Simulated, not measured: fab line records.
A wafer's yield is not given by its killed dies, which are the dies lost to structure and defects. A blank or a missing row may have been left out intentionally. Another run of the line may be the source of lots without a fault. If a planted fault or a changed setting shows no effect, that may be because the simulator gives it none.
Chamber matching + flow berkeley-cmos170 + 4 sister chambers for UCB170_V2_CMP_02 on cmp-01
The step polishes SiO2. 14 wafers are shown with their chamber, then 7 later ones without.

== WAFERS WITH THEIR CHAMBER ==
| wafer  | chamber | motor-current-A (A) |
|--------|---------|---------------------|
| L993.2 | 1       | 16.7                |
| L993.5 | 0       | 14.9                |
| L993.6 | 1       | 16.5                |
| L996.1 | 2       | 14.3                |
| L996.3 | 0       | 15.2                |
| L996.4 | 1       | 15.9                |
| L995.1 | 1       | 16.1                |
| L995.4 | 0       | 15.6                |
| L995.5 | 2       | 14.4                |
| L998.2 | 2       | 14.2                |
| L998.4 | 0       | 14.5                |
| L998.6 | 3       | 16.0                |
| L102.4 | 3       | 15.5                |
| L102.5 | 2       | 13.6                |

SIGNATURES, as means of the wafers listed above
| reading         | chamber 0 | chamber 1 | chamber 2 | chamber 3 | scatter within a chamber |
|-----------------|-----------|-----------|-----------|-----------|--------------------------|
| motor-current-A | 15.050    | 16.300    | 14.125    | 15.750    | 0.395                    |
Rule: distance of a wafer from a chamber = root of the sum over the readings of ((wafer's reading minus chamber's mean) / reading's scatter) squared. If the next closest chamber is less than 2 further off than the closest, the wafer can't be placed; otherwise it belongs to the closest. How the scatter is found: for the shown wafers, subtract from each reading the mean of its chamber, square and add these, divide the total by (wafers less chambers), then take the root.

== WAFERS MISSING THEIR CHAMBER ==
| wafer  | motor-current-A (A) |
|--------|---------------------|
| L102.6 | 16.9                |
| L108.2 | 16.8                |
| L108.5 | 16.1                |
| L108.6 | 13.6                |
| L107.1 | 16.8                |
| L107.2 | 14.7                |
| L107.6 | 14.1                |

== WHICH CHAMBER EACH ONE RAN IN ==
| wafer  | from the rows above          | in truth |
|--------|------------------------------|----------|
| L102.6 | can't be placed: 1 or 3      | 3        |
| L108.2 | can't be placed: 1 or 3      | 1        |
| L108.5 | can't be placed: 1 or 3      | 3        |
| L108.6 | 2                            | 2        |
| L107.1 | can't be placed: 1 or 3      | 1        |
| L107.2 | can't be placed: 0 or 2 or 3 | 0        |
| L107.6 | 2                            | 2        |
Correct placement for 2 of the 7. These rows do not allow placing 5 (true chamber among the candidates in 5). 0 placed wrongly.
